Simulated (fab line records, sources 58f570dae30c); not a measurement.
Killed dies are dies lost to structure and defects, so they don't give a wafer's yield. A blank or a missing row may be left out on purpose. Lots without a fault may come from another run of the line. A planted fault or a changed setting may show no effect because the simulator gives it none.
Tool commonality check | flow berkeley_cmos170 | 15 lots, 45 wafers sampled

WHY IT WAS OPENED
At UCB170_NWELL_THK_MEAS_05 the reading NWELL_NITRIDE_THK is flagged on 3 of 15 lots. Wafers without a fault read 225.7 nm, standard deviation 2.1.
Rule: a lot is flagged when every wafer of it that has a number lies more than 4 standard deviations from that mean, or none has a number. The other lots count as sound.

lot  | measured    | on            | NWELL_NITRIDE_THK (nm), wafer by wafer | flag
L986 | day 2 14:58 | film_metro-02 | 226.9 230.0 228.6                      |
L985 | day 2 14:59 | film_metro-01 | 225.3 225.6 226.3                      |
L987 | day 2 14:59 | film_metro-03 | 223.2 222.8 222.7                      |
L989 | day 3 01:29 | film_metro-03 | 225.7 226.1 223.8                      |
L990 | day 3 06:39 | film_metro-02 | 228.0 226.1 228.0                      |
L995 | day 4 06:04 | film_metro-01 | 407.3 406.5 407.9                      | FLAGGED
L997 | day 4 18:41 | film_metro-01 | 405.9 406.2 408.1                      | FLAGGED
L998 | day 4 18:41 | film_metro-03 | 406.3 406.4 405.8                      | FLAGGED
L100 | day 5 08:05 | film_metro-01 | 225.5 224.6 225.7                      |
L101 | day 5 08:08 | film_metro-01 | 225.9 226.1 226.9                      |
L105 | day 6 09:58 | film_metro-02 | 223.9 223.9 222.6                      |
L104 | day 6 09:58 | film_metro-03 | 224.6 227.2 228.5                      |
L107 | day 6 22:26 | film_metro-01 | 221.1 223.7 222.6                      |
L106 | day 6 22:28 | film_metro-03 | 223.1 222.9 222.6                      |
L108 | day 7 07:58 | film_metro-03 | 224.8 225.4 225.5                      |
The numbers of the flagged lots are 406.7 nm on average: +181.0 nm against the usual, or +86 standard deviations.

WHICH TOOL RAN EACH LOT
The record holds 1 process step before the reading, out of a route of 331 steps. In each cell: the tool, then ch and the chambers that the sampled wafers went through, then the start.
lot  | flag    | UCB170_NWELL_CVD_04
L986 |         | lpcvd-01 ch 0, day 2 13:02
L985 |         | lpcvd-01 ch 1, day 2 13:02
L987 |         | lpcvd-01 ch 0, day 2 13:02
L989 |         | lpcvd-02 ch 1, day 2 23:33
L990 |         | lpcvd-02 ch 1, day 3 04:42
L995 | FLAGGED | lpcvd-02 ch 1, day 4 04:07
L997 | FLAGGED | lpcvd-02 ch 1, day 4 16:45
L998 | FLAGGED | lpcvd-02 ch 1, day 4 16:45
L100 |         | lpcvd-01 ch 0, day 5 06:08
L101 |         | lpcvd-01 ch 0, day 5 06:08
L105 |         | lpcvd-01 ch 0, day 6 08:02
L104 |         | lpcvd-01 ch 0, day 6 08:02
L107 |         | lpcvd-01 ch 0, day 6 20:29
L106 |         | lpcvd-01 ch 0, day 6 20:29
L108 |         | lpcvd-01 ch 1, day 7 06:02
What these steps do:
- UCB170_NWELL_CVD_04: deposits Si3N4 from SiH2Cl2/NH3, target thk 224 nm, time 3360 s.
- UCB170_NWELL_THK_MEAS_05

FLAGGED OVER TOTAL, TOOL BY TOOL (the gauges that took the reading come last)
step                     | tool          | lots run | flagged | share of the flagged lots | sound lots run after its first flagged lot
UCB170_NWELL_CVD_04      | lpcvd-01      | 10       | 0       | none                      | -
UCB170_NWELL_CVD_04      | lpcvd-02      | 5        | 3       | all                       | 0
UCB170_NWELL_THK_MEAS_05 | film_metro-01 | 6        | 2       | some                      | 3 (L100,L101,L107)
UCB170_NWELL_THK_MEAS_05 | film_metro-02 | 3        | 0       | none                      | -
UCB170_NWELL_THK_MEAS_05 | film_metro-03 | 6        | 1       | some                      | 3 (L104,L106,L108)

WHAT THE TABLE ALLOWS
1 row of the table ran every flagged lot: lpcvd-02 at UCB170_NWELL_CVD_04.
- lpcvd-02 at UCB170_NWELL_CVD_04: 3 of its 5 lots flagged. Its last sound lot is L990 (day 3 04:42), its first flagged lot L995 (day 4 04:07): a fault that began between those two fits.
One tool is left: lpcvd-02 at UCB170_NWELL_CVD_04.

WHAT THE SIMULATOR HAD PUT IN
Process parameter drift: lpcvd-02, from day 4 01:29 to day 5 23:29, at UCB170_NWELL_CVD_04. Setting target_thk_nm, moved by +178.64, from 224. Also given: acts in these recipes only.
Lots struck among those shown: L995, L997, L998. The rule above found the same.
